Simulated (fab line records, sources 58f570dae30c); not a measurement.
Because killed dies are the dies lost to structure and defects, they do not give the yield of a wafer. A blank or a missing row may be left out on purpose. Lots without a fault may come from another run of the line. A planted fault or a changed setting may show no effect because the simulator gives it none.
Which of the tools did it? | flow berkeleyCmos170 | 13 lots, 39 wafers sampled, at 6 steps of a route of 331

## WHAT THE GAUGES READ, wafer by wafer
UCB170_M2_RS_MEAS_02: the measuring method here is four-point-probe.
lot  | measured     | on           | M2_AL_RS (ohm/sq)
L893 | day 8 05:55  | filmMetro-02 | 0.0323 0.0323 0.0320
L892 | day 8 06:00  | filmMetro-04 | 0.0322 0.0318 0.0318
L896 | day 8 17:45  | filmMetro-02 | 0.0326 0.0327 0.0328
L895 | day 8 17:49  | filmMetro-04 | 0.0324 0.0321 0.0325
L899 | day 8 18:40  | filmMetro-02 | 0.0324 0.0321 0.0322
L897 | day 8 18:47  | filmMetro-01 | 0.0321 0.0321 0.0322
L898 | day 9 03:13  | filmMetro-02 | 0.0323 0.0325 0.0322
L900 | day 9 10:51  | filmMetro-02 | 0.0322 0.0324 0.0323
L904 | day 10 18:17 | filmMetro-02 | 0.0281 0.0319 0.0280 0.0282 0.0318 0.0280
L910 | day 11 14:16 | filmMetro-01 | 0.0327 0.0286 0.0287 0.0326 0.0286 0.0287
L913 | day 12 10:09 | filmMetro-02 | 0.0319 0.0316 0.0315
L912 | day 12 11:07 | filmMetro-01 | 0.0329 0.0329 0.0329
L915 | day 12 21:19 | filmMetro-01 | 0.0320 0.0325 0.0328

UCB170_M2_THK_MEAS_03: measures by xrf.
lot  | measured     | on           | M2_AL_THK (nm)
L893 | day 8 06:02  | filmMetro-02 | 900 900 908
L892 | day 8 06:07  | filmMetro-04 | 907 922 921
L896 | day 8 17:52  | filmMetro-02 | 895 887 885
L895 | day 8 17:55  | filmMetro-04 | 906 910 893
L899 | day 8 18:46  | filmMetro-02 | 898 906 901
L897 | day 8 18:54  | filmMetro-01 | 911 905 910
L898 | day 9 03:20  | filmMetro-02 | 901 893 905
L900 | day 9 10:58  | filmMetro-02 | 900 898 902
L904 | day 10 20:23 | filmMetro-02 | 1049 916 1046 1042 918 1045
L910 | day 11 17:22 | filmMetro-01 | 895 1020 1012 889 1017 1017
L913 | day 12 10:15 | filmMetro-02 | 914 919 927
L912 | day 12 11:13 | filmMetro-01 | 886 883 895
L915 | day 12 21:26 | filmMetro-01 | 912 899 892

UCB170_M3_OVL_MEAS_16.
lot  | measured     | on         | M3_OVL (nm)
L893 | day 8 13:34  | overlay-01 | -8 -4 2
L892 | day 8 14:10  | overlay-01 | 8 6 4
L896 | day 9 01:26  | overlay-01 | 7 4 13
L895 | day 9 01:19  | overlay-01 | 3 4 13
L899 | day 9 02:37  | overlay-01 | 5 5 8
L897 | day 9 02:23  | overlay-01 | 5 -1 -4
L898 | day 9 10:26  | overlay-02 | 6 1 10
L900 | day 9 19:22  | overlay-02 | 2 -12 5
L904 | day 11 07:43 | overlay-02 | 0 -3 11
L910 | day 12 05:08 | overlay-02 | 4 3 8
L913 | day 12 18:02 | overlay-02 | 18 13 6
L912 | day 12 19:15 | overlay-02 | 3 5 -2
L915 | day 13 05:52 | overlay-02 | 15 15 8

## WHAT TOOL EACH LOT RAN ON (gives the tool, then ch and the chambers of the sampled wafers, and finally the start)
lot  | UCB170_M2_SPUTTER_01        | UCB170_M2_METAL_ETCH_18          | UCB170_V2_CMP_02
L893 | pvdSputter-03, day 8 05:50  | rieMetal-01 ch 0,1, day 8 08:06  | cmp-02 ch 0,2,3, day 8 08:43
L892 | pvdSputter-01, day 8 05:55  | rieMetal-03 ch 0,1, day 8 08:46  | cmp-01 ch 0,3, day 8 09:26
L896 | pvdSputter-04, day 8 17:40  | rieMetal-01 ch 0,1, day 8 20:13  | cmp-02 ch 1,2,3, day 8 20:50
L895 | pvdSputter-03, day 8 17:41  | rieMetal-03 ch 0,1, day 8 20:16  | cmp-01 ch 0,1,2, day 8 20:59
L899 | pvdSputter-04, day 8 18:32  | rieMetal-03 ch 0,1, day 8 21:07  | cmp-02 ch 2,3, day 8 21:43
L897 | pvdSputter-03, day 8 18:42  | rieMetal-01 ch 0,1, day 8 21:10  | cmp-01 ch 0,1,2, day 8 21:50
L898 | pvdSputter-03, day 9 03:08  | rieMetal-03 ch 0,1, day 9 05:16  | cmp-02 ch 0,1,2, day 9 05:53
L900 | pvdSputter-03, day 9 10:46  | rieMetal-04 ch 0,1, day 9 12:56  | cmp-01 ch 0,1,2, day 9 13:34
L904 | pvdSputter-04, day 10 18:11 | rieMetal-03 ch 0,1, day 11 02:55 | cmp-01 ch 0,1,2, day 11 03:36
L910 | pvdSputter-04, day 11 14:09 | rieMetal-03 ch 0,1, day 12 00:01 | cmp-01 ch 1,3, day 12 00:41
L913 | pvdSputter-01, day 12 10:02 | rieMetal-01 ch 0,1, day 12 12:59 | cmp-02 ch 0,3, day 12 13:33
L912 | pvdSputter-03, day 12 10:59 | rieMetal-04 ch 0,1, day 12 13:50 | cmp-02 ch 1,2,3, day 12 14:35
L915 | pvdSputter-03, day 12 21:14 | rieMetal-03 ch 0, day 13 00:29   | cmp-02 ch 0,1, day 13 01:10
- UCB170_M2_SPUTTER_01: material Al, target thk 900 nm, time 120 s.
- UCB170_M2_METAL_ETCH_18: etches Al in Cl2/BCl3, stops on SiO2, target depth 1170 nm, time 195 s.
- UCB170_V2_CMP_02: polishes SiO2.

## AS READ BY THE TOOLS THEMSELVES (means over the sampled wafers that have a number; for cases with no such wafer, the mark the record gives instead)
UCB170_M2_SPUTTER_01.
lot  | tool          | throttleValvePct (%)
L893 | pvdSputter-03 | 30.4
L892 | pvdSputter-01 | 30.7
L896 | pvdSputter-04 | 29.9
L895 | pvdSputter-03 | 30.3
L899 | pvdSputter-04 | 29.9
L897 | pvdSputter-03 | 31.1
L898 | pvdSputter-03 | 30.9
L900 | pvdSputter-03 | 30.4
L904 | pvdSputter-04 | 29.6
L910 | pvdSputter-04 | 29.8
L913 | pvdSputter-01 | 30.7
L912 | pvdSputter-03 | 30.8
L915 | pvdSputter-03 | 30.9

UCB170_M2_METAL_ETCH_18.
lot  | tool        | biasW (W) | drypumpMotorCurrentA (A) | oesProductAu (a.u.) | throttleValvePct (%)
L893 | rieMetal-01 | 120.1     | 5.8                      | 0.852               | 24.26
L892 | rieMetal-03 | 119.7     | 5.1                      | 0.849               | 24.39
L896 | rieMetal-01 | 120.1     | 5.9                      | 0.856               | 24.33
L895 | rieMetal-03 | 120.3     | 5.4                      | 0.837               | 24.53
L899 | rieMetal-03 | 119.8     | 5.1                      | 0.845               | 24.39
L897 | rieMetal-01 | 119.8     | 5.9                      | 0.866               | 24.34
L898 | rieMetal-03 | 120.0     | 5.4                      | 0.838               | 24.52
L900 | rieMetal-04 | 119.7     | 5.9                      | 0.862               | 24.33
L904 | rieMetal-03 | 119.8     | 5.4                      | 0.892               | 24.50
L910 | rieMetal-03 | 120.0     | 5.1                      | 0.880               | 24.37
L913 | rieMetal-01 | 120.3     | 5.9                      | 0.874               | 24.33
L912 | rieMetal-04 | 119.7     | 6.3                      | 0.849               | 24.18
L915 | rieMetal-03 | 120.1     | 4.8                      | 0.852               | 24.25

UCB170_V2_CMP_02.
lot  | tool   | motorCurrentA (A)
L893 | cmp-02 | 15.5
L892 | cmp-01 | 16.8
L896 | cmp-02 | 16.1
L895 | cmp-01 | 16.9
L899 | cmp-02 | 15.1
L897 | cmp-01 | 16.8
L898 | cmp-02 | 16.6
L900 | cmp-01 | 16.9
L904 | cmp-01 | 16.8
L910 | cmp-01 | 16.2
L913 | cmp-02 | 16.4
L912 | cmp-02 | 15.6
L915 | cmp-02 | 17.6

## THE ANSWER, worked out from the rows above alone
Rule: the usual values come from the lots themselves. Put in order of their means at a reading, lots are off if they are a third of the lots or fewer, leave a main group of 4 or more, and stand apart from it by a gap of 3 or more times the standard deviation of the main group's means; of several such gaps the widest counts. A main group is skipped when, at the precision printed for the reading in the tables above, its means are all equal. A lot without any number at a reading at which 4 lots or more have one is off too. All remaining lots with rows at the step are treated as sound. First the gauges in route order, then the tools' own readings, where a lot's mean is used as printed above. The first step at which some lot is off is used, and at that step the reading that is off furthest; a lot without a number counts as furthest.
Off: L904, L910, seen at UCB170_M2_RS_MEAS_02 (M2_AL_RS). Main group: mean 0.0323 ohm/sq, sd 0.00032.
A tool fits if, at a process step before that reading, it ran every lot that is off, and no sound lot after the first of them. The gauges at UCB170_M2_RS_MEAS_02 are tried like those tools. One candidate fits, namely pvdSputter-04 at UCB170_M2_SPUTTER_01. A fault onset in the window from L899 (day 8 18:32, its last sound lot) to L904 (day 10 18:11, its first lot off) fits.

## WHAT THE SIMULATOR HAD INSERTED
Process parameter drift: pvdSputter-04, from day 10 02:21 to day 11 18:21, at UCB170_M2_SPUTTER_01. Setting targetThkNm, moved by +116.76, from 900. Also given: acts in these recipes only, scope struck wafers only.
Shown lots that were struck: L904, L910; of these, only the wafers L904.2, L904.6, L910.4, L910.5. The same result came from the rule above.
